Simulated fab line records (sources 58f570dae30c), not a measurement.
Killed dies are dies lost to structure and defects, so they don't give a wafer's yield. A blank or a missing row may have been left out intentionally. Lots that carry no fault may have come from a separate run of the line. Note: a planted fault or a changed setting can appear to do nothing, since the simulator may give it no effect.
8D (eight disciplines) problem report, filled in by code + flow berkeley cmos170 + the parts of the form that need people (team, actions taken, sign-off) are left out

== 1. PROBLEM STATEMENT ==
rotation deg at UCB170_PLDD_IMPLANT_09 reads a mean of 360.00 degrees on 9 wafers of 3 lots; wafers without a fault read 180.00 degrees with a standard deviation of 0.035. That is +99 or more standard deviations from the usual mean.
Earliest sighting: wafer L472.1 on implanter-04 at day 10 11:38. The record holds 21 wafers of 7 lots with a number at this step. By rule, "out" or "out of limits" means more than 4 standard deviations away from the usual mean. The other wafers with a number count as sound.

== 2. WHAT IT IS, WHAT IT ISN'T ==
| question                    | is                     | is not                                                                   |
|-----------------------------|------------------------|--------------------------------------------------------------------------|
| which readings at this step | rotation deg           | -                                                                        |
| which lots                  | L472, L477, L478       | L465, L466, L480, L482                                                   |
| which wafers of those lots  | all that have a number | -                                                                        |
| read on which tools         | implanter-04           | implanter-01, implanter-02                                               |
| when                        | from day 10 11:38      | up to then (6 sound wafers); but 6 sound wafers of L480, L482 came after |

== 3. THE SUSPECTS, EACH WITH WHAT RULES IT OUT ==
Counting: any tool at a process step up to the reading is kept as a suspect provided that every lot that is out went through it and no sound lot did after the first of them.
- implanter-04 at UCB170_PLDD_IMPLANT_09: kept. All lots that are out passed through it, beginning with L472 at day 10 11:38, and no sound lot followed; its final sound lot before that point was L466 at day 9 06:33. Its own rotation deg readings are out on those wafers.
After counting, what remains is implanter-04 at UCB170_PLDD_IMPLANT_09.

== 4. THE CAUSE (what the simulator had put in) ==
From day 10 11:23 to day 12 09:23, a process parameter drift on implanter-04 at UCB170_PLDD_IMPLANT_09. A move of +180 in setting rotation deg, from 180. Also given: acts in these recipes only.
The count eliminated every tool but this one.

== 5. THE CHAIN OF EFFECTS, in route order ==
Each row: a reading where the mean over the struck wafers with a number is more than 3 standard deviations away from the usual. Readings are gone through only where the record gives a usual standard deviation; hours: the median, over the lots, of the time from a lot's start at the first step in this table giving one to that lot's start at this step; sigmas: the change measured in usual standard deviations.
| hours | step                   | reading      | usual          | on struck wafers | change  | sigmas      |
|-------|------------------------|--------------|----------------|------------------|---------|-------------|
| 0     | UCB170_PLDD_IMPLANT_09 | rotation deg | 180.00 degrees | 360.00           | +180.00 | +99 or more |
Here are the process steps it includes:
- UCB170_PLDD_IMPLANT_09

== 6. WHAT WOULD HAVE CAUGHT IT SOONER ==
First out-of-limits reading in this record: day 10 11:38, which is 0 hours after fault onset at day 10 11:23.
